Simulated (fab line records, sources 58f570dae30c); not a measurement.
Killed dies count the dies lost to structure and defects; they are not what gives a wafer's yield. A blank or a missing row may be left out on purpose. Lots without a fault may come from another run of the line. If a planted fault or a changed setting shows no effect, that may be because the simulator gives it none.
A lot that was struck, set against a sound lot ; flow berkeley_cmos170 ; 15 out of 331 route steps
Sound: the wafers L470.1, L470.3, L470.6. Struck: wafers L489.2, L489.4, L489.6. The cause comes at the end.
At each step with rows: each side's tool, then ch and its chambers, then its first start. Under that, the readings that differ: sound wafers ; struck wafers ; difference of the means ; sigmas: that difference in standard deviations of wafers without a fault.
alike: words and numbers the same on both sides, and readings whose means are apart by under 2 such deviations; not compared: readings that were withheld, readings missing a value for some wafer, numbers with overlapping values and no deviation given by the record, and bounds like >300 which may hide the same value.
A row with sigmas, a row that says differs or no value, or rows on one side alone: a step with any of these is where the two part. When numbers do not overlap yet have no deviation, they are printed without sigmas and do not part them. A reading missing from all wafers of one side parts the sides only when that side holds two or more wafers.

first, 4 steps without rows for these wafers: UCB170_ZERO_SOFTBAKE_02 (time 60 s); UCB170_ZERO_EXPOSE_03 (exposes mask PM MARKS, target cd 4000 nm); UCB170_ZERO_PEB_04; UCB170_ZERO_DEVELOP_05 (develop time 45 s).
UCB170_ZERO_ETCH_06: etches SiO2 in CHF3/CF4/Ar, time 12 s.
  sound on rie_diel-01 ch 0,1,2, day 2 07:06; struck on rie_diel-03 ch 0,1,2, day 6 07:23
  alike: drypump_motor_current_A, oes_product_au, throttle_valve_pct
  not compared: rf_hours_counter_h
UCB170_ZERO_STRIP_07: strips in O2.
  sound on plasma_asher-02 ch 0,1, day 2 07:08; struck on plasma_asher-02 ch 0,1, day 6 07:25
reading;sound;struck;difference;sigmas
strip_time_to_endpoint_s (s);21.62 21.66 21.58;21.45 21.34 21.37;-0.23;-4
  alike: drypump_motor_current_A, oes_product_au
  not compared: rf_hours_counter_h
then, 2 steps without rows for these wafers: UCB170_NWELL_WET_ETCH_00 (etches SiO2 in dHF, time 200 s); UCB170_NWELL_OXIDATION_01 (target thk 26.4 nm, ox time 1260 s).
UCB170_NWELL_THK_MEAS_02:
  sound: film_metro-02 at day 2 12:30; struck: film_metro-01 at day 6 11:39
  alike: NWELL_OXIDE_THK
then, 2 steps without rows for these wafers: UCB170_NWELL_ANNEAL_03 (time 900 s); UCB170_NWELL_CVD_04 (deposits Si3N4 from SiH2Cl2/NH3, target thk 224 nm, time 3360 s).
UCB170_NWELL_THK_MEAS_05:
  sound: film_metro-01 at day 2 21:46; struck: film_metro-02 at day 6 18:08
  alike: NWELL_NITRIDE_THK
UCB170_NWELL_HMDS_06: prime time 60 s.
  sound on litho_track-02 ch 0, day 2 21:51; struck on litho_track-01 ch 0, day 6 18:13
reading;sound;struck;difference;sigmas
prime_temp_c (C);100.28 99.94 100.07;97.79 97.75 97.93;-2.27;-15
  alike: resist_line_temp_C
then, 1 step without rows for these wafers: UCB170_NWELL_COAT_07 (resist thk 900 nm).
UCB170_M3_PROBE_99:
  sound wafers here have rows in the record (prober-02, day 8 12:31); struck ones have none

== WHERE THEY PART ==
First at UCB170_ZERO_STRIP_07; last, within this record, at UCB170_M3_PROBE_99.

WHY: whatever the simulator had introduced
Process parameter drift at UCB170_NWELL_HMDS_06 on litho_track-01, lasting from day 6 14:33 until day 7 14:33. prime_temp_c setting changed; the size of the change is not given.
